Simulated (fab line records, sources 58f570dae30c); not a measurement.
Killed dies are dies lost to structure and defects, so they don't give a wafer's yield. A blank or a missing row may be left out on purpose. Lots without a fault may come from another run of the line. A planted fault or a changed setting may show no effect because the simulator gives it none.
Which tool did it? | flow berkeley_cmos170 | 15 lots, 45 wafers sampled, at 5 steps of a route of 331

WHAT THE GAUGES READ, wafer by wafer
UCB170_M1_CD_MEAS_90: target cd 700 nm.
lot  | measured     | on        | cd_nm (nm)
L876 | day 8 14:49  | cd_sem-01 | 699.3 700.0 700.1
L877 | day 9 05:57  | cd_sem-01 | 698.9 698.0 696.0
L880 | day 9 06:04  | cd_sem-02 | 697.0 697.5 700.9
L879 | day 9 07:25  | cd_sem-01 | 696.6 697.1 698.2
L883 | day 9 23:49  | cd_sem-02 | 697.3 697.8 696.8
L885 | day 10 16:07 | cd_sem-01 | 698.7 700.2 697.5
L886 | day 10 20:41 | cd_sem-01 | 703.6 703.5 702.5
L887 | day 10 23:33 | cd_sem-01 | 701.6 700.0 699.4
L889 | day 11 13:24 | cd_sem-02 | 701.2 702.1 700.1
L892 | day 11 17:25 | cd_sem-02 | 699.3 700.9 698.8
L893 | day 11 21:13 | cd_sem-02 | 700.9 700.3 700.9
L894 | day 13 00:40 | cd_sem-02 | 710.0 709.9 710.3
L895 | day 13 00:58 | cd_sem-02 | 699.8 695.9 698.1
L896 | day 13 01:13 | cd_sem-01 | 713.1 713.1 716.5
L899 | day 13 19:17 | cd_sem-01 | 713.4 713.6 713.4

UCB170_V1_BOW_MEAS_03.
lot  | measured     | on            | V1_BOW (um)
L876 | day 8 16:47  | film_metro-02 | 8 18 8
L877 | day 9 07:55  | film_metro-03 | 14 23 23
L880 | day 9 09:16  | film_metro-03 | 15 34 17
L879 | day 9 10:35  | film_metro-02 | 16 10 22
L883 | day 10 01:47 | film_metro-03 | 16 7 11
L885 | day 10 18:05 | film_metro-02 | 16 25 28
L886 | day 10 22:40 | film_metro-02 | 20 27 15
L887 | day 11 01:31 | film_metro-02 | 14 20 2
L889 | day 11 15:22 | film_metro-01 | 19 18 17
L892 | day 11 19:47 | film_metro-03 | 27 22 19
L893 | day 12 00:25 | film_metro-01 | 21 16 5
L895 | day 13 03:55 | film_metro-01 | 19 24 14

WHICH TOOL RAN EACH LOT (tool, then ch and the chambers of the sampled wafers, then the start)
lot  | UCB170_CONTACT_STRIP_06              | UCB170_CONTACT_STRIP_19              | UCB170_M1_METAL_ETCH_12
L876 | plasma_asher-04 ch 0,1, day 8 11:11  | plasma_asher-02 ch 0,1, day 8 12:54  | rie_metal-02 ch 0,1, day 8 14:35
L877 | plasma_asher-02 ch 0,1, day 9 02:04  | plasma_asher-01 ch 0,1, day 9 03:41  | rie_metal-02 ch 0, day 9 05:35
L880 | plasma_asher-01 ch 0,1, day 9 02:15  | plasma_asher-01 ch 0,1, day 9 03:58  | rie_metal-03 ch 0,1, day 9 05:49
L879 | plasma_asher-02 ch 0,1, day 9 03:52  | plasma_asher-04 ch 0,1, day 9 05:22  | rie_metal-04 ch 0,1, day 9 07:10
L883 | plasma_asher-04 ch 0,1, day 9 19:49  | plasma_asher-04 ch 0,1, day 9 21:46  | rie_metal-02 ch 0, day 9 23:29
L885 | plasma_asher-04 ch 0,1, day 10 11:01 | plasma_asher-04 ch 0,1, day 10 13:31 | rie_metal-02 ch 1, day 10 15:47
L886 | plasma_asher-02 ch 0,1, day 10 16:43 | plasma_asher-02 ch 0,1, day 10 18:14 | rie_metal-03 ch 0,1, day 10 20:28
L887 | plasma_asher-04 ch 0,1, day 10 18:31 | plasma_asher-02 ch 0,1, day 10 20:52 | rie_metal-02 ch 1, day 10 23:11
L889 | plasma_asher-01 ch 0,1, day 11 09:30 | plasma_asher-02 ch 0,1, day 11 11:13 | rie_metal-02 ch 0,1, day 11 13:10
L892 | plasma_asher-02 ch 0,1, day 11 13:20 | plasma_asher-01 ch 0,1, day 11 15:26 | rie_metal-02 ch 0, day 11 17:11
L893 | plasma_asher-04 ch 0,1, day 11 15:45 | plasma_asher-01 ch 0,1, day 11 17:26 | rie_metal-04 ch 0,1, day 11 20:59
L894 | plasma_asher-02 ch 0,1, day 12 20:18 | plasma_asher-01 ch 0,1, day 12 22:29 | rie_metal-02 ch 0,1, day 13 00:25
L895 | plasma_asher-02 ch 0,1, day 12 20:30 | plasma_asher-01 ch 0,1, day 12 22:43 | rie_metal-03 ch 0,1, day 13 00:44
L896 | plasma_asher-02 ch 0,1, day 12 20:47 | plasma_asher-02 ch 0,1, day 12 22:58 | rie_metal-02 ch 0,1, day 13 00:58
L899 | plasma_asher-01 ch 0,1, day 13 12:41 | plasma_asher-04 ch 0,1, day 13 16:11 | rie_metal-02 ch 0,1, day 13 19:03
- UCB170_CONTACT_STRIP_06: strips in O2.
- UCB170_CONTACT_STRIP_19: strips in O2.
- UCB170_M1_METAL_ETCH_12: etches Al in Cl2/BCl3, stops on PSG, target depth 780 nm, time 130 s.

WHAT THE TOOLS THEMSELVES READ (means of the sampled wafers that have a number; where no wafer has one, the mark that the record gives instead)
UCB170_CONTACT_STRIP_06.
lot  | tool            | drypump_motor_current_A (A) | o2_flow_sccm (sccm) | oes_product_au (a.u.) | strip_time_to_endpoint_s (s)
L876 | plasma_asher-04 | 5.6                         | 400.0               | 0.733                 | 21.94
L877 | plasma_asher-02 | 5.5                         | 400.6               | 0.738                 | 22.02
L880 | plasma_asher-01 | 6.1                         | 401.6               | 0.732                 | 22.02
L879 | plasma_asher-02 | 5.5                         | 399.9               | 0.734                 | 21.92
L883 | plasma_asher-04 | 5.5                         | 398.5               | 0.735                 | 22.09
L885 | plasma_asher-04 | 5.5                         | 401.2               | 0.737                 | 22.00
L886 | plasma_asher-02 | 5.6                         | 399.5               | 0.733                 | 21.89
L887 | plasma_asher-04 | 5.6                         | 402.2               | 0.739                 | 21.94
L889 | plasma_asher-01 | 6.0                         | 399.7               | 0.737                 | 22.00
L892 | plasma_asher-02 | 5.3                         | 400.4               | 0.735                 | 21.93
L893 | plasma_asher-04 | 5.5                         | 400.6               | 0.736                 | 22.05
L894 | plasma_asher-02 | 5.5                         | 400.3               | 0.733                 | 21.98
L895 | plasma_asher-02 | 5.3                         | 400.2               | 0.737                 | 22.11
L896 | plasma_asher-02 | 5.3                         | 400.7               | 0.734                 | 22.01
L899 | plasma_asher-01 | 6.1                         | 398.1               | 0.734                 | 22.05

UCB170_CONTACT_STRIP_19.
lot  | tool            | drypump_motor_current_A (A) | o2_flow_sccm (sccm) | oes_product_au (a.u.)
L876 | plasma_asher-02 | 5.5                         | 399.1               | 0.731
L877 | plasma_asher-01 | 6.1                         | 400.2               | 0.728
L880 | plasma_asher-01 | 6.1                         | 400.7               | 0.720
L879 | plasma_asher-04 | 5.5                         | 399.5               | 0.727
L883 | plasma_asher-04 | 5.6                         | 399.2               | 0.726
L885 | plasma_asher-04 | 5.5                         | 399.9               | 0.727
L886 | plasma_asher-02 | 5.6                         | 401.5               | 0.724
L887 | plasma_asher-02 | 5.5                         | 400.7               | 0.727
L889 | plasma_asher-02 | 5.5                         | 398.8               | 0.725
L892 | plasma_asher-01 | 6.0                         | 401.8               | 0.722
L893 | plasma_asher-01 | 6.1                         | 399.1               | 0.725
L894 | plasma_asher-01 | 6.1                         | 399.7               | 0.727
L895 | plasma_asher-01 | 6.0                         | 399.4               | 0.725
L896 | plasma_asher-02 | 5.3                         | 400.5               | 0.729
L899 | plasma_asher-04 | 5.5                         | 400.2               | 0.725

UCB170_M1_METAL_ETCH_12.
lot  | tool         | drypump_motor_current_A (A) | mfc_cl2_sccm (sccm) | oes_product_au (a.u.) | throttle_valve_pct (%)
L876 | rie_metal-02 | 5.6                         | 90.03               | 0.868                 | 24.25
L877 | rie_metal-02 | 5.9                         | 89.68               | 0.858                 | 24.34
L880 | rie_metal-03 | 5.5                         | 90.00               | 0.856                 | 24.62
L879 | rie_metal-04 | 6.4                         | 89.97               | 0.856                 | 24.28
L883 | rie_metal-02 | 5.9                         | 89.88               | 0.847                 | 24.35
L885 | rie_metal-02 | 5.0                         | 89.78               | 0.873                 | 24.06
L886 | rie_metal-03 | 5.5                         | 90.04               | 0.865                 | 24.61
L887 | rie_metal-02 | 5.0                         | 89.91               | 0.868                 | 24.08
L889 | rie_metal-02 | 5.3                         | 89.81               | 0.868                 | 24.21
L892 | rie_metal-02 | 5.9                         | 89.95               | 0.846                 | 24.50
L893 | rie_metal-04 | 6.4                         | 89.97               | 0.855                 | 24.29
L894 | rie_metal-02 | 5.6                         | 90.25               | 0.762                 | 24.40
L895 | rie_metal-03 | 5.8                         | 90.39               | 0.846                 | 24.61
L896 | rie_metal-02 | 5.6                         | 90.24               | 0.765                 | 24.40
L899 | rie_metal-02 | 5.3                         | 90.10               | 0.775                 | 24.26

THE ANSWER, worked out from the rows above alone
Rule: what is usual is taken from the lots themselves. Put in order of their means at a reading, lots are off if they are a third of the lots or fewer, leave a main group of 4 or more, and stand apart from it by a gap of 3 or more times the standard deviation of the main group's means; of several such gaps the widest counts. A main group whose means are all the same, to the digits that the tables above print for the reading, isn't used. A lot without any number at a reading at which 4 lots or more have one is off too. The other lots that the step has rows for count as sound. The gauges are gone through in route order, then the tools' own readings, and for those a lot's mean is taken as printed above. The first step at which some lot is off is used, and at that step the reading that is off furthest; a lot without a number counts as furthest.
Off: L894, L896, L899, at UCB170_M1_CD_MEAS_90 (cd_nm). The main group: mean 699.4 nm, standard deviation 1.7.
A tool fits if, at a process step before that reading, it ran every lot that is off, and no sound lot after the first of them. The gauges at UCB170_M1_CD_MEAS_90 aren't tried: what is off there is off at UCB170_M1_METAL_ETCH_12 too, on other tools, and a gauge's error can't cause that. One fits: rie_metal-02 at UCB170_M1_METAL_ETCH_12. Its last sound lot is L892 (day 11 17:11), its first lot that is off L894 (day 13 00:25): a fault that began between those two fits.
The tool's own readings at UCB170_M1_METAL_ETCH_12 bear it out: on the lots that are off they differ by more than 5 times the standard deviation of the sound lots' means. oes_product_au reads 0.767 a.u. there against 0.859 a.u. on the sound lots.

WHAT THE SIMULATOR HAD PUT IN
Process parameter drift: rie_metal-02, from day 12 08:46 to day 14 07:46, at UCB170_M1_METAL_ETCH_12. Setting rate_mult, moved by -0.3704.
Lots struck among those shown: L894, L896, L899. The rule above found the same.
